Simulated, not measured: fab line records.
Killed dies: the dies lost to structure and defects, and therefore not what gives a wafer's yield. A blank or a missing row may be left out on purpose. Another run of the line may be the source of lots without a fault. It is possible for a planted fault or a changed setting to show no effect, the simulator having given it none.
A lot that was struck, set against a sound lot | flow ritCmos | 20 steps out of a route of 202
Sound: the wafers L604.1, L604.4, L604.5. Struck: wafers L611.1, L611.2, L611.3. The cause comes at the end.
At each step with rows: each side's tool, then ch and its chambers, then its first start. Under that, the readings that differ: sound wafers | struck wafers | difference of the means | sigmas: that difference in standard deviations of wafers without a fault.
alike: words and numbers the same on both sides, and readings whose means are apart by under 2 such deviations; not compared: readings that were withheld, readings missing a value for some wafer, numbers with overlapping values and no deviation given by the record, and bounds like >300 which may hide the same value.
Wherever a step has rows on one side only, a row that says differs or no value, or a row with sigmas, the two part there. Numbers that don't overlap but have no deviation are shown without sigmas and don't part them. Lack of a reading on every wafer of one side parts them only where that side has two or more wafers.

RIT_FOX1_THK_MEAS_01:
  sound on filmMetro-01, day 3 05:28; struck on filmMetro-01, day 4 18:02
  alike: FOX1_OXIDE_THK
then, 2 steps without rows for these wafers: RIT_FOX1_WET_ETCH_02 (etches SiO2 in BOE, target depth 350 nm, time 390 s); RIT_FOX2_OXIDATION_00 (target thk 350.7 nm, ox time 1130 s).
RIT_FOX2_THK_MEAS_01:
  sound on filmMetro-02, day 3 09:39; struck on filmMetro-01, day 4 22:08
  alike: FOX2_OXIDE_THK
then, 2 steps without rows for these wafers: RIT_FOX2_CLEAN_02 (cleans in dHF, time 180 s); RIT_FOX2_WET_ETCH_03 (etches Si3N4 in H3PO4, target depth 195 nm, time 2700 s).
RIT_FOX2_THK_MEAS_90:
  sound on filmMetro-01, day 3 10:32; struck on filmMetro-02, day 4 23:01
  alike: FIELD_OXIDE_LEFT_1_THK
then, 5 steps without rows for these wafers: RIT_NWELL_HMDS_00 (prime time 60 s); RIT_NWELL_COAT_01 (resist thk 1300 nm); RIT_NWELL_SOFTBAKE_02 (time 60 s); RIT_NWELL_EXPOSE_03 (exposes mask M2, target cd 43900 nm); RIT_NWELL_PEB_04.
RIT_NWELL_DEVELOP_05: develop time 68 s.
  sound on lithoTrack-04 ch 0, day 3 11:00; struck on lithoTrack-04 ch 0, day 4 23:00
RIT_NWELL_OVL_MEAS_06:
  sound on overlay-01, day 3 11:28; struck on overlay-02, day 4 23:59
  alike: NWELL_OVL
then, 2 steps without rows for these wafers: RIT_NWELL_HARDBAKE_07 (time 120 s); RIT_NWELL_IMPLANT_08.
RIT_NWELL_STRIP_09: strips in O2, time 180 s.
  sound on plasmaAsher-04 ch 0,1, day 3 11:54; struck on plasmaAsher-04 ch 0,1, day 5 00:25
  alike: drypumpMotorCurrentA, rfReflPowerW
  not compared: rfHoursCounterH
RIT_NWELL_TW_MEAS_10:
  sound on filmMetro-01, day 3 12:05; struck on filmMetro-04, day 5 00:35
reading  | sound          | struck         | difference | sigmas
NWELL_TW | 2131 2137 2139 | 2065 2053 2063 | -75        | -6
then, 1 step without rows for these wafers: RIT_PWELL_HMDS_00 (prime time 60 s).
RIT_M1_PROBE_99:
  sound on prober-02, day 5 02:39; struck on prober-02, day 6 13:13
reading            | sound | struck | difference | sigmas
killed_at_M0_to_M3 | 0 0 1 | 0 0 0  | +0         | -4
  alike: killedAtContacts, killedAtFrontEnd, killedDies, killedOpen, killedShort

WHERE THEY PART
Last at RIT_M1_PROBE_99 as far as this record goes, first at RIT_NWELL_TW_MEAS_10.

WHY: whatever the simulator had introduced
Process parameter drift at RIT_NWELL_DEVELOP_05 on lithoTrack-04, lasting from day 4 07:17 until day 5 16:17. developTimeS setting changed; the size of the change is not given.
